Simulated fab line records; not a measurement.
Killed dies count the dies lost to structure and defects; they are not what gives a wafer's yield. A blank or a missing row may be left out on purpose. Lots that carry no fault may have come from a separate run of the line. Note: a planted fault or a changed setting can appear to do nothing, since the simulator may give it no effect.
fab line records	flow berkeley-cmos170
[record] lots = 5	wafers = 15	last-day = 11
route steps=331 shown PLDD@154 NLDD@158 SPACER@171 PSD@175
lots with no fault: from the same line, run without faults
start-h: the number of hours between the record's first day and the start of the first shown wafer of the lot	wait-h: hours since the lot's step before	" the same as in the row above	L1.1+2: one row covering several wafers at once	- value missing, or start not given	* or withheld: withheld	< > ~ a bound
route shown NAME@n: NAME is a module with steps in the file, n the number in the route of the first one	usual: mean/standard deviation of fault-free wafers	same: alike in all rows	chamber/n: place in a boat	sites: readings site by site	_std_site: standard deviation of those values	_edge_site: mean of outer sites minus mean of inner sites	radius-mm: how far each site lies from the wafer's centre	mask NAME#n: copy n	behind: the last tool/chamber to shape the wafer	hold: cause of the lot's hold/its duration in hours/its outcome	device: whichever transistor did not switch (one of n, p or np)	end of line: tests run on the same wafers once the route is complete	a step without rows: its recipe alone	killed: the dies lost at the first sort to structure and to defects; this is not the yield of the wafer	map: a wafer's dies, x killed, . not, _ none there
set.NAME: the setting that was run; set.NAME@STEP: the one run at that earlier step	model.NAME: the simulator's own value behind a step, which no gauge read
lots seen at some steps along the route; tables by step, rows by wafer
services: when a tool's chamber went out of use (start-h, in hours from the record's first day, below 0 if earlier), for how many hours, and the reason
[[steps]]
[step UCB170_PLDD_IMPLANT_09]
[recipe] species = BF2	dose-cm2 = 5e+13	energy-kev = 10	tilt-deg = 7	rotation-deg = 180
[usual] end-station-pressure-torr = 5.11e-06/2.4e-07
lot.wafer	tool	chamber	start-h	wait-h	end-station-pressure-torr
L078.1	implanter-04	0	140.59	0.1	5.12e-06
L078.2	"	0	"	"	5.45e-06
L078.5	"	0	"	"	5.13e-06
L083.3	implanter-02	0	163.90	0.1	5.24e-06
L083.4	"	0	"	"	5.13e-06
L083.5	"	0	"	"	5.08e-06
L090.1	implanter-03	0	199.61	0.1	5.17e-06
L090.4	"	0	"	"	5.12e-06
L090.6	"	0	"	"	5.06e-06
L094.1	implanter-03	0	224.47	0.1	4.78e-06
L094.3	"	0	"	"	5.29e-06
L094.5	"	0	"	"	5.14e-06
L092.1	implanter-02	0	224.59	0.1	5.52e-06
L092.2	"	0	"	"	4.97e-06
L092.3	"	0	"	"	5.3e-06
[step UCB170_PLDD_STRIP_10]
[recipe] chemistry = O2	power-w = 400	pressure-mtorr = 3500	platen-temp-c = withheld	o2-flow-sccm = 400	overash-fraction = 0.5
[usual] drypump-motor-current-A = 5.7/0.63	oes-product-au = 0.735/0.0042	strip-time-to-endpoint-s = 21.65/0.07
lot.wafer	tool	chamber	start-h	wait-h	drypump-motor-current-A	oes-product-au	rf-hours-counter-h	strip-time-to-endpoint-s
L078.1	plasma-asher-04	0	140.74	0.1	5.2	0.737	32	21.68
L078.2	"	1	"	"	5.0	0.733	32	21.68
L078.5	"	0	"	"	5.2	0.733	-	21.66
L083.3	plasma-asher-04	1	164.03	0.1	4.9	0.735	-	21.78
L083.4	"	0	"	"	5.2	0.740	-	21.68
L083.5	"	1	"	"	5.0	0.734	-	21.75
L090.1	plasma-asher-04	0	199.76	0.1	5.2	0.742	38	21.59
L090.4	"	0	"	"	5.2	0.738	-	21.65
L090.6	"	0	"	"	5.2	0.735	-	21.63
L094.1	plasma-asher-02	0	224.62	0.1	5.9	0.731	11	21.61
L094.3	"	1	"	"	6.2	0.736	-	21.53
L094.5	"	0	"	"	5.9	0.735	-	21.60
L092.1	plasma-asher-04	0	224.74	0.1	5.2	0.733	41	21.65
L092.2	"	1	"	"	4.9	0.729	41	21.66
L092.3	"	1	"	"	4.9	0.734	-	21.58
[step UCB170_PLDD_TW_MEAS_11]
[usual] PLDD_TW = 1012/5.4
lot.wafer	tool	chamber	start-h	wait-h	PLDD_TW
L078.1	film-metro-02	-	140.84	0.1	1020
L078.2	"	-	"	"	1021
L078.5	"	-	"	"	1021
L083.3	film-metro-02	-	164.12	0.1	1015
L083.4	"	-	"	"	1009
L083.5	"	-	"	"	1013
L090.1	film-metro-04	-	199.86	0.1	1010
L090.4	"	-	"	"	1002
L090.6	"	-	"	"	1005
L094.1	film-metro-04	-	224.72	0.1	1009
L094.3	"	-	"	"	1010
L094.5	"	-	"	"	1017
L092.1	film-metro-03	-	224.84	0.1	1011
L092.2	"	-	"	"	1014
L092.3	"	-	"	"	1011
[step UCB170_PLDD_CLEAN_12]
[recipe] chemistry = SPM	temp-c = 120	time-s = 600
lot.wafer	tool	chamber	start-h	wait-h
L078.1+2+5	wet-bench-04	2	140.90	0.1
L083.3+4+5	wet-bench-04	3	164.16	0.0
L090.1+4+6	wet-bench-04	2	199.92	0.1
L092.1+2+3	wet-bench-02	0	224.99	0.1
L094.1+3+5	wet-bench-02	2	224.99	0.3
[step UCB170_NLDD_HMDS_00]
[recipe] prime-time-s = 60	prime-temp-c = 100
lot.wafer	tool	chamber	start-h	wait-h
L078.1+2+5	litho-track-01	0	141.51	0.4
L083.3+4+5	litho-track-01	0	164.38	0.1
L090.1+4+6	litho-track-04	0	200.10	0.0
L094.1+3+5	litho-track-04	0	225.81	0.6
L092.1+2+3	litho-track-01	0	226.08	0.9
[step UCB170_NLDD_COAT_01]
[recipe] resist = KrF	spin-rpm = 1470	resist-thk-nm = 900
[usual] spin-speed-rpm = 1470.1/1
lot.wafer	tool	chamber	start-h	wait-h	spin-speed-rpm
L078.1	litho-track-01	0	141.66	0.1	1469.6
L078.2	"	0	"	"	1471.1
L078.5	"	0	"	"	1469.8
L083.3	litho-track-01	0	164.53	0.1	1470.7
L083.4	"	0	"	"	1469.0
L083.5	"	0	"	"	1469.5
L090.1	litho-track-04	0	200.25	0.1	1468.6
L090.4	"	0	"	"	1470.8
L090.6	"	0	"	"	1469.7
L094.1	litho-track-04	0	225.96	0.1	1469.7
L094.3	"	0	"	"	1470.0
L094.5	"	0	"	"	1469.8
L092.1	litho-track-01	0	226.23	0.1	1469.6
L092.2	"	0	"	"	1469.7
L092.3	"	0	"	"	1470.0
[step UCB170_NLDD_SOFTBAKE_02]
[recipe] resist = KrF	temp-c = 130	time-s = 60
lot.wafer	tool	chamber	start-h	wait-h
L078.1+2+5	litho-track-01	0	141.81	0.1
L083.3+4+5	litho-track-01	0	164.68	0.1
L090.1+4+6	litho-track-04	0	200.40	0.1
L094.1+3+5	litho-track-04	0	226.11	0.1
L092.1+2+3	litho-track-01	0	226.38	0.1
[step UCB170_NLDD_EXPOSE_03]
[recipe] mask-id = NSELECT	na = 0.5	sigma-outer = 0.6	source-shape = conventional	target-cd-nm = 1200	dose-mj = 30
[usual] stage-vel-mm-s = 500.00/0.25
lot.wafer	tool	chamber	start-h	wait-h	mask	stage-vel-mm-s
L078.1	krf-scanner-01	0	142.08	0.2	NSELECT#0	499.53
L078.2	"	0	"	"	NSELECT#0	499.85
L078.5	"	0	"	"	NSELECT#0	499.95
L083.3	krf-scanner-01	0	164.82	0.1	NSELECT#0	499.68
L083.4	"	0	"	"	NSELECT#0	499.79
L083.5	"	0	"	"	NSELECT#0	499.60
L090.1	krf-scanner-02	0	200.55	0.1	NSELECT#0	500.20
L090.4	"	0	"	"	NSELECT#0	500.04
L090.6	"	0	"	"	NSELECT#0	500.19
L094.1	krf-scanner-01	0	226.38	0.2	NSELECT#0	499.70
L094.3	"	0	"	"	NSELECT#0	499.42
L094.5	"	0	"	"	NSELECT#0	500.01
L092.1	krf-scanner-02	0	226.66	0.2	NSELECT#0	500.07
L092.2	"	0	"	"	NSELECT#0	500.08
L092.3	"	0	"	"	NSELECT#0	499.92
[step UCB170_NLDD_PEB_04]
[recipe] peb-temp-c = 130	peb-time-s = withheld	resist = KrF
lot.wafer	tool	chamber	start-h	wait-h
L078.1+2+5	litho-track-01	0	142.68	0.6
L083.3+4+5	litho-track-01	0	164.95	0.1
L090.1+4+6	litho-track-01	0	200.84	0.3
L094.1+3+5	litho-track-04	0	226.98	0.6
L092.1+2+3	litho-track-02	0	227.09	0.4
[step UCB170_NLDD_DEVELOP_05]
[recipe] developer = TMAH	develop-time-s = 45	resist = KrF	dev-temp-c = 21
lot.wafer	tool	chamber	start-h	wait-h
L078.1+2+5	litho-track-01	0	-	-
L083.3+4+5	litho-track-01	0	-	-
L090.1+4+6	litho-track-01	0	-	-
L094.1+3+5	litho-track-04	0	-	-
L092.1+2+3	litho-track-02	0	-	-
[step UCB170_NLDD_CD_MEAS_06]
[recipe] target-cd-nm = 1200
[usual] cd-nm = 1199.6/1.5
lot.wafer	tool	chamber	start-h	wait-h	cd-nm
L078.1	cd-sem-01	-	142.96	-	1197.4
L078.2	"	-	"	"	1198.3
L078.5	"	-	"	"	1199.8
L083.3	cd-sem-02	-	165.21	-	1198.6
L083.4	"	-	"	"	1198.2
L083.5	"	-	"	"	1196.5
L090.1	cd-sem-02	-	201.12	-	1196.4
L090.4	"	-	"	"	1196.4
L090.6	"	-	"	"	1196.8
L094.1	cd-sem-01	-	227.26	-	1200.1
L094.3	"	-	"	"	1201.3
L094.5	"	-	"	"	1199.9
L092.1	cd-sem-02	-	227.37	-	1198.9
L092.2	"	-	"	"	1198.9
L092.3	"	-	"	"	1199.3
[step UCB170_NLDD_OVL_MEAS_07]
[usual] NLDD_OVL = -1/4.8
lot.wafer	tool	chamber	start-h	wait-h	NLDD_OVL[nm]
L078.1	overlay-02	-	143.08	0.1	3
L078.2	"	-	"	"	7
L078.5	"	-	"	"	9
L083.3	overlay-02	-	165.30	0.1	-3
L083.4	"	-	"	"	1
L083.5	"	-	"	"	4
L090.1	overlay-02	-	201.24	0.1	-6
L090.4	"	-	"	"	-7
L090.6	"	-	"	"	-7
L094.1	overlay-01	-	227.38	0.1	-4
L094.3	"	-	"	"	1
L094.5	"	-	"	"	4
L092.1	overlay-02	-	227.49	0.1	6
L092.2	"	-	"	"	-2
L092.3	"	-	"	"	3
[step UCB170_NLDD_IMPLANT_08]
[recipe] species = As	dose-cm2 = 5e+13	energy-kev = 30	tilt-deg = 7	rotation-deg = 0
[usual] end-station-pressure-torr = 5.16e-06/2.7e-07
lot.wafer	tool	chamber	start-h	wait-h	end-station-pressure-torr
L078.1	implanter-02	0	143.12	0.0	5.67e-06
L078.2	"	0	"	"	5.24e-06
L078.5	"	0	"	"	5.32e-06
L083.3	implanter-02	0	165.38	0.1	4.98e-06
L083.4	"	0	"	"	5.62e-06
L083.5	"	0	"	"	5.31e-06
L090.1	implanter-03	0	201.27	0.0	5.39e-06
L090.4	"	0	"	"	5.39e-06
L090.6	"	0	"	"	5.24e-06
L094.1	implanter-01	0	227.41	0.0	4.84e-06
L094.3	"	0	"	"	5.11e-06
L094.5	"	0	"	"	5.03e-06
L092.1	implanter-02	0	227.52	0.0	5.17e-06
L092.2	"	0	"	"	4.74e-06
L092.3	"	0	"	"	5.19e-06
[step UCB170_NLDD_IMPLANT_09]
[recipe] species = As	dose-cm2 = 5e+13	energy-kev = 30	tilt-deg = 7	rotation-deg = 180
[usual] end-station-pressure-torr = 5.14e-06/2.5e-07
lot.wafer	tool	chamber	start-h	wait-h	end-station-pressure-torr
L078.1	implanter-02	0	143.27	0.1	5.2e-06
L078.2	"	0	"	"	5.88e-06
L078.5	"	0	"	"	5.17e-06
L083.3	implanter-02	0	165.53	0.1	5.47e-06
L083.4	"	0	"	"	4.88e-06
L083.5	"	0	"	"	4.78e-06
L090.1	implanter-03	0	201.42	0.1	4.69e-06
L090.4	"	0	"	"	4.96e-06
L090.6	"	0	"	"	4.85e-06
L094.1	implanter-01	0	227.56	0.1	5.14e-06
L094.3	"	0	"	"	4.72e-06
L094.5	"	0	"	"	4.82e-06
L092.1	implanter-02	0	227.67	0.1	4.89e-06
L092.2	"	0	"	"	5.33e-06
L092.3	"	0	"	"	4.94e-06
[step UCB170_NLDD_STRIP_10]
[recipe] chemistry = O2	power-w = 400	pressure-mtorr = 3500	platen-temp-c = withheld	o2-flow-sccm = 400	overash-fraction = 0.5
[usual] drypump-motor-current-A = 5.5/0.59	oes-product-au = 0.734/0.0042	strip-time-to-endpoint-s = 21.87/0.059
lot.wafer	tool	chamber	start-h	wait-h	drypump-motor-current-A	oes-product-au	rf-hours-counter-h	strip-time-to-endpoint-s
L078.1	plasma-asher-04	1	143.42	0.1	4.9	0.737	33	21.94
L078.2	"	0	"	"	5.2	0.735	33	21.89
L078.5	"	1	"	"	4.9	0.739	-	21.92
L083.3	plasma-asher-03	1	165.66	0.1	6.8	0.735	-	21.92
L083.4	"	0	"	"	6.3	0.735	-	21.96
L083.5	"	1	"	"	6.8	0.739	-	21.92
L090.1	plasma-asher-01	1	201.57	0.1	5.7	0.735	50	21.88
L090.4	"	0	"	"	5.2	0.725	-	21.87
L090.6	"	0	"	"	5.2	0.735	-	21.94
L094.1	plasma-asher-04	0	227.71	0.1	5.2	0.737	41	21.93
L094.3	"	1	"	"	4.9	0.736	-	21.86
L094.5	"	1	"	"	4.9	0.738	-	21.90
L092.1	plasma-asher-01	0	227.82	0.1	5.2	0.735	53	21.83
L092.2	"	1	"	"	5.7	0.728	53	21.86
L092.3	"	1	"	"	5.7	0.724	-	21.85
[step UCB170_NLDD_TW_MEAS_11]
[usual] NLDD_TW = 2219/9.4
lot.wafer	tool	chamber	start-h	wait-h	NLDD_TW
L078.1	film-metro-04	-	143.52	0.1	2226
L078.2	"	-	"	"	2214
L078.5	"	-	"	"	2217
L083.3	film-metro-03	-	165.75	0.1	2230
L083.4	"	-	"	"	2217
L083.5	"	-	"	"	2234
L090.1	film-metro-03	-	201.67	0.1	2212
L090.4	"	-	"	"	2206
L090.6	"	-	"	"	2205
L094.1	film-metro-03	-	227.81	0.1	2219
L094.3	"	-	"	"	2226
L094.5	"	-	"	"	2219
L092.1	film-metro-04	-	227.92	0.1	2220
L092.2	"	-	"	"	2216
L092.3	"	-	"	"	2214
[step UCB170_NLDD_CLEAN_12]
[recipe] chemistry = SPM	temp-c = 120	time-s = 600
lot.wafer	tool	chamber	start-h	wait-h
L078.1+2+5	wet-bench-04	0	143.58	0.1
L083.3+4+5	wet-bench-04	1	165.79	0.0
L090.1+4+6	wet-bench-04	3	201.73	0.1
L094.1+3+5	wet-bench-03	0	227.87	0.1
L092.1+2+3	wet-bench-04	3	227.98	0.1
[step UCB170_SPACER_CVD_00]
[recipe] material = SiO2	target-thk-nm = 376	temp-c = 390	precursor = TEOS/O2	time-s = 47	rf-w = 550	pressure-mtorr = 9000
[usual] heater-power-w = 263/55
lot.wafer	tool	chamber	start-h	wait-h	heater-power-w
L078.1	pecvd-03	1	143.75	0.0	255
L078.2	"	2	"	"	317
L078.5	"	2	"	"	341
L083.3	pecvd-04	0	165.96	0.0	284
L083.4	"	2	"	"	249
L083.5	"	1	"	"	293
L090.1	pecvd-03	2	201.91	0.0	351
L090.4	"	2	"	"	251
L090.6	"	1	"	"	187
L094.1	pecvd-04	1	228.07	0.0	291
L094.3	"	2	"	"	180
L094.5	"	1	"	"	310
L092.1	pecvd-03	1	228.16	0.0	262
L092.2	"	0	"	"	160
L092.3	"	2	"	"	340
[step UCB170_SPACER_THK_MEAS_01]
[recipe] reads = SiO2_of_SPACER_CVD_00
[usual] SPACER_TEOS_THK = 377/4.3
lot.wafer	tool	chamber	start-h	wait-h	SPACER_TEOS_THK[nm]
L078.1	film-metro-03	-	143.79	0.0	372
L078.2	"	-	"	"	373
L078.5	"	-	"	"	380
L083.3	film-metro-01	-	166.03	0.0	370
L083.4	"	-	"	"	381
L083.5	"	-	"	"	380
L090.1	film-metro-04	-	201.95	0.0	372
L090.4	"	-	"	"	378
L090.6	"	-	"	"	372
L094.1	film-metro-01	-	228.11	0.0	372
L094.3	"	-	"	"	376
L094.5	"	-	"	"	380
L092.1	film-metro-03	-	228.20	0.0	373
L092.2	"	-	"	"	375
L092.3	"	-	"	"	371
[step UCB170_SPACER_ANNEAL_02]
[recipe] temp-c = 900	time-s = 1800	ambient = N2
[usual] tube_center_temp_C_max = 902.3/0.39	zone-power-load-pct = 27.5/1.5
lot.wafer	tool	chamber	start-h	wait-h	tube_center_temp_C_max	zone-power-load-pct
L078.1	furnace-04	0	146.00	2.2	902.1	27.2
L078.2	"	0	"	"	902.3	27.0
L078.5	"	0	"	"	902.2	27.4
L083.3	furnace-01	0	173.13	7.1	903.1	28.6
L083.4	"	0	"	"	902.2	29.0
L083.5	"	0	"	"	902.6	28.6
L090.1	furnace-04	0	206.73	4.8	902.6	27.3
L090.4	"	0	"	"	902.5	27.0
L090.6	"	0	"	"	902.4	27.7
L092.1	furnace-01	0	231.64	3.4	902.0	28.7
L092.2	"	0	"	"	901.5	29.0
L092.3	"	0	"	"	902.8	28.7
L094.1	furnace-01	0	231.64	3.5	902.2	28.6
L094.3	"	0	"	"	902.1	28.5
L094.5	"	0	"	"	902.7	28.3
[step UCB170_SPACER_ETCHBACK_03]
[recipe] stop-on = Si	target = SiO2	chemistry = CHF3/CF4/Ar	CHF3_flow_sccm = 50	cf4-flow-sccm = 10	Ar_flow_sccm = 120	pressure-mtorr = 200	rf-w = 500	target-depth-a = 3760	time-s = 100
[usual] CHF3_flow_sccm = 50.01/0.17	drypump-motor-current-A = 5.9/0.31	oes-product-au = 0.902/0.017	throttle-valve-pct = 6.48/0.12
lot.wafer	tool	chamber	start-h	wait-h	CHF3_flow_sccm	drypump-motor-current-A	oes-product-au	rf-hours-counter-h	throttle-valve-pct
L078.1	rie-diel-03	1	147.50	0.0	50.11	5.9	0.887	22	6.57
L078.2	"	0	"	"	50.17	6.3	0.883	73	6.35
L078.5	"	1	"	"	50.08	5.9	0.902	-	6.57
L083.3	rie-diel-04	3	174.63	0.0	49.72	5.5	0.918	10	6.55
L083.4	"	1	"	"	49.93	5.5	0.902	-	6.46
L083.5	"	0	"	"	50.20	5.9	0.898	-	6.66
L090.1	rie-diel-03	1	208.23	0.0	50.13	5.9	0.892	24	6.57
L090.4	"	3	"	"	49.73	6.0	0.901	-	6.37
L090.6	"	1	"	"	50.00	5.9	0.895	-	6.59
L092.1	rie-diel-03	1	233.14	0.0	49.98	5.9	0.887	25	6.57
L092.2	"	0	"	"	49.92	6.3	0.874	76	6.34
L092.3	"	3	"	"	50.27	6.0	0.880	3	6.37
L094.1	rie-diel-02	3	233.14	0.0	50.00	5.6	0.882	40	6.41
L094.3	"	1	"	"	49.88	6.2	0.894	46	6.39
L094.5	"	1	"	"	50.08	6.2	0.898	-	6.39
[step UCB170_PSD_HMDS_00]
[recipe] prime-time-s = 60	prime-temp-c = 100
lot.wafer	tool	chamber	start-h	wait-h
L078.1+2+5	litho-track-02	0	147.93	0.4
L083.3+4+5	litho-track-02	0	175.11	0.4
L090.1+4+6	litho-track-02	0	208.67	0.4
L092.1+2+3	litho-track-01	0	233.44	0.3
L094.1+3+5	litho-track-03	0	233.45	0.3
[step UCB170_PSD_COAT_01]
[recipe] resist = KrF	spin-rpm = 1500	resist-thk-nm = 900
[usual] spin-speed-rpm = 1500.2/0.95
lot.wafer	tool	chamber	start-h	wait-h	spin-speed-rpm
L078.1	litho-track-02	0	148.08	0.1	1502.3
L078.2	"	0	"	"	1499.3
L078.5	"	0	"	"	1501.8
L083.3	litho-track-02	0	175.26	0.1	1501.1
L083.4	"	0	"	"	1498.7
L083.5	"	0	"	"	1500.6
L090.1	litho-track-02	0	208.82	0.1	1499.2
L090.4	"	0	"	"	1498.8
L090.6	"	0	"	"	1500.8
L092.1	litho-track-01	0	233.59	0.1	1500.6
L092.2	"	0	"	"	1500.3
L092.3	"	0	"	"	1498.9
L094.1	litho-track-03	0	233.60	0.1	1499.4
L094.3	"	0	"	"	1499.6
L094.5	"	0	"	"	1499.7
[step UCB170_PSD_SOFTBAKE_02]
[recipe] resist = KrF	temp-c = 131.1	time-s = 60
lot.wafer	tool	chamber	start-h	wait-h
L078.1+2+5	litho-track-02	0	148.23	0.1
L083.3+4+5	litho-track-02	0	175.41	0.1
L090.1+4+6	litho-track-02	0	208.97	0.1
L092.1+2+3	litho-track-01	0	233.74	0.1
L094.1+3+5	litho-track-03	0	233.75	0.1
[step UCB170_PSD_EXPOSE_03]
[recipe] mask-id = PSELECT_MOD	na = 0.5	sigma-outer = 0.6	source-shape = conventional	target-cd-nm = 1200	dose-mj = 30
[usual] stage-vel-mm-s = 500.02/0.27
lot.wafer	tool	chamber	start-h	wait-h	mask	stage-vel-mm-s
L078.1	krf-scanner-01	0	148.50	0.2	PSELECT_MOD#0	499.99
L078.2	"	0	"	"	PSELECT_MOD#0	499.59
L078.5	"	0	"	"	PSELECT_MOD#0	500.13
L083.3	krf-scanner-02	0	175.67	0.2	PSELECT_MOD#0	500.16
L083.4	"	0	"	"	PSELECT_MOD#0	500.36
L083.5	"	0	"	"	PSELECT_MOD#0	500.62
L090.1	krf-scanner-02	0	209.25	0.2	PSELECT_MOD#0	499.55
L090.4	"	0	"	"	PSELECT_MOD#0	499.85
L090.6	"	0	"	"	PSELECT_MOD#0	499.87
L092.1	krf-scanner-02	0	233.90	0.1	PSELECT_MOD#0	500.18
L092.2	"	0	"	"	PSELECT_MOD#0	500.48
L092.3	"	0	"	"	PSELECT_MOD#0	500.02
L094.1	krf-scanner-02	0	234.02	0.2	PSELECT_MOD#0	500.08
L094.3	"	0	"	"	PSELECT_MOD#0	500.03
L094.5	"	0	"	"	PSELECT_MOD#0	500.37
[[services]]
tool	chamber	start-h	hours	kind
pecvd-04	-	124.34	6.0	pm
krf-scanner-01	-	125.07	0.8	pm
krf-scanner-02	-	130.34	1.3	pm
pecvd-04	2	133.05	14.0	repair
rie-diel-03	-	137.14	0.6	repair
krf-scanner-01	-	138.25	0.8	pm
rie-diel-03	2	147.36	14.1	repair
rie-diel-03	-	147.61	2.8	pm
implanter-03	-	160.66	6.1	pm
implanter-01	-	166.51	2.9	repair
implanter-03	-	166.75	6.3	pm
plasma-asher-01	-	169.20	2.8	pm
pecvd-03	0	171.78	14.2	repair
krf-scanner-01	-	174.03	1.3	pm
krf-scanner-02	-	175.86	1.0	pm
pecvd-03	-	181.80	1.1	repair
rie-diel-03	0	182.26	11.1	repair
rie-diel-03	2	182.71	29.7	repair
krf-scanner-01	-	183.01	1.0	pm
furnace-01	-	206.14	2.7	pm
rie-diel-03	0	207.66	4.1	repair
plasma-asher-04	-	209.00	3.8	repair
rie-diel-03	3	210.18	8.8	repair
krf-scanner-01	-	233.49	0.6	repair
[[key]]
fault none
